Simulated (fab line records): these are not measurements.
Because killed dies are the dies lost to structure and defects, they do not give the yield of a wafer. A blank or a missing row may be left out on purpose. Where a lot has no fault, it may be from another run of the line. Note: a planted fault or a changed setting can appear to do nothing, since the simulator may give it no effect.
Which tool is to blame? + flow rit_cmos + 14 lots with 42 wafers sampled at 2 steps, on a route of 202 steps

WHAT EACH GAUGE READ, for each wafer
RIT_SDANNEAL_RS_MEAS_05: uses a four-point probe to measure. Usual: NSD_RS 83.05 ohm/sq, standard deviation 0.28.
| lot  | measured    | on            | NSD_RS (ohm/sq)   | flag |
|------|-------------|---------------|-------------------|------|
| L281 | day 3 08:50 | film_metro-03 | 83.44 83.26 83.29 |      |
| L282 | day 3 13:31 | film_metro-04 | 83.50 83.59 83.47 |      |
| L283 | day 3 21:00 | film_metro-01 | 82.94 83.02 83.10 |      |
| L285 | day 4 02:12 | film_metro-03 | 82.95 83.01 82.83 |      |
| L286 | day 4 11:16 | film_metro-01 | 82.81 83.20 82.65 |      |
| L287 | day 4 17:52 | film_metro-01 | 82.94 82.76 83.06 |      |
| L288 | day 4 22:59 | film_metro-01 | - - -             | OFF  |
| L290 | day 5 06:09 | film_metro-03 | 83.36 83.13 83.05 |      |
| L292 | day 5 21:31 | film_metro-03 | - - -             | OFF  |
| L295 | day 6 06:55 | film_metro-04 | 83.16 82.99 82.95 |      |
| L296 | day 6 14:59 | film_metro-04 | 83.57 83.37 83.63 |      |
| L298 | day 6 23:22 | film_metro-03 | 83.04 83.06 83.08 |      |
| L301 | day 7 11:11 | film_metro-03 | 83.08 82.94 83.25 |      |
| L302 | day 7 16:17 | film_metro-01 | 83.08 82.96 82.75 |      |

TOOL THAT RAN EACH LOT (tool first, then ch and the chambers of the sampled wafers, then the start)
| lot  | RIT_NSD_IMPLANT_08             |
|------|--------------------------------|
| L281 | implanter-03 ch 0, day 3 06:29 |
| L282 | implanter-03 ch 0, day 3 11:00 |
| L283 | implanter-01 ch 0, day 3 18:31 |
| L285 | implanter-03 ch 0, day 3 23:34 |
| L286 | implanter-02 ch 0, day 4 08:26 |
| L287 | implanter-01 ch 0, day 4 15:23 |
| L288 | implanter-01 ch 0, day 4 20:24 |
| L290 | implanter-03 ch 0, day 5 03:31 |
| L292 | implanter-01 ch 0, day 5 18:57 |
| L295 | implanter-03 ch 0, day 6 04:24 |
| L296 | implanter-02 ch 0, day 6 12:38 |
| L298 | implanter-02 ch 0, day 6 20:43 |
| L301 | implanter-02 ch 0, day 7 08:42 |
| L302 | implanter-02 ch 0, day 7 13:48 |
- RIT_NSD_IMPLANT_08

AS READ BY THE TOOLS THEMSELVES (means over the sampled wafers that have a number; for cases with no such wafer, the mark the record gives instead)
RIT_NSD_IMPLANT_08. Usual: tilt_deg 7.003 degrees, standard deviation 0.019.
| lot  | tool         | tilt_deg (degrees) | flag |
|------|--------------|--------------------|------|
| L281 | implanter-03 | 7.018              |      |
| L282 | implanter-03 | 6.987              |      |
| L283 | implanter-01 | 7.023              |      |
| L285 | implanter-03 | 7.012              |      |
| L286 | implanter-02 | 6.995              |      |
| L287 | implanter-01 | 7.007              |      |
| L288 | implanter-01 | 8.549              | OFF  |
| L290 | implanter-03 | 6.992              |      |
| L292 | implanter-01 | 8.525              | OFF  |
| L295 | implanter-03 | 7.021              |      |
| L296 | implanter-02 | 7.002              |      |
| L298 | implanter-02 | 7.005              |      |
| L301 | implanter-02 | 7.000              |      |
| L302 | implanter-02 | 6.982              |      |

THE ANSWER, worked out from the rows above alone
Rule: a lot counts as off when the mean over its wafers that have a number is more than 3 standard deviations away from the usual mean. A lot without any number at a reading at which 4 lots or more have one is off too. Any other lot the step has rows for is counted as sound. After the gauges, taken in route order, come the tools' own readings; for these a lot's mean is taken, as printed above. At the first step where some lot is off, the reading lying furthest off is the one used; lots without a number count as furthest.
Off: at RIT_SDANNEAL_RS_MEAS_05 (NSD_RS), L288, L292. Without a number there: L288, L292.
If a tool, at a process step before that reading, ran all the lots that are off and no sound lot after the first of them, it fits. The gauges at RIT_SDANNEAL_RS_MEAS_05 aren't tried: what is off there is off at RIT_NSD_IMPLANT_08 too, on other tools, and a gauge's error can't cause that. One fits: RIT_NSD_IMPLANT_08 on implanter-01. A fault onset in the window from L287 (day 4 15:23, its last sound lot) to L288 (day 4 20:24, its first lot off) fits.
The tool's own readings at RIT_NSD_IMPLANT_08 bear it out: on the lots that are off they differ by more than 5 times the standard deviation of the sound lots' means. tilt_deg reads 8.537 degrees there against 7.004 degrees on the sound lots.

WHAT HAD BEEN PUT IN BY THE SIMULATOR
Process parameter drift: implanter-01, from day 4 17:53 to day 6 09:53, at RIT_NSD_IMPLANT_08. Setting tilt_deg, moved by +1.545, from 7. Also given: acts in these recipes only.
Lots struck among those shown: L288, L292. The same result came from the rule above.
